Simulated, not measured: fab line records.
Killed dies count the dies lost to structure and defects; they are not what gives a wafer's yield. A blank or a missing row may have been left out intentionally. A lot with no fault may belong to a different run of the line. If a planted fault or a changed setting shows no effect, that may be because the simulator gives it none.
Chamber matching	flow berkeley cmos170	UCB170_V1_CMP_02 on cmp-02 has 4 sister chambers
The step polishes SiO2. 8 wafers are shown with their chamber, then 11 later ones without.

## WAFERS WITH THEIR CHAMBER
wafer	chamber	motor current A (A)
L397.1	3	12.9
L405.3	1	16.4
L405.5	0	19.3
L405.6	1	16.8
L406.1	3	13.5
L406.2	0	20.7
L406.3	2	14.4
L407.1	2	14.4

## WAFERS WITHOUT THEIR CHAMBER
wafer	motor current A (A)
L407.4	19.8
L407.5	16.0
L409.1	12.4
L409.5	16.7
L409.6	20.4
L410.1	16.5
L410.3	13.8
L410.6	17.0
L416.3	14.4
L416.5	12.7
L416.6	14.0

## THE CHAMBER EACH PASSED THROUGH
wafer	from the rows above	in truth
L407.4	0	0
L407.5	can't be placed: 1 or 2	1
L409.1	3	3
L409.5	1	1
L409.6	0	0
L410.1	1	1
L410.3	can't be placed: 2 or 3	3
L410.6	1	1
L416.3	2	2
L416.5	3	3
L416.6	can't be placed: 2 or 3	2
8 of 11 placed correctly. From these rows, 3 cannot be placed; in 3 the true chamber is one of the candidates. Number placed wrongly: 0.
How it was worked out, from the rows above alone: a wafer's distance from a chamber is the root of the sum, over the readings, of the square of ((its reading less the chamber's mean) divided by the reading's scatter). If the next closest chamber is less than 2 further off than the closest, the wafer can't be placed; otherwise it belongs to the closest. For every chamber, the mean is computed from those of its wafers that are shown. The scatter: the root of (the sum of the squares of (reading less its chamber's mean) over the shown wafers, divided by (wafers less chambers)).
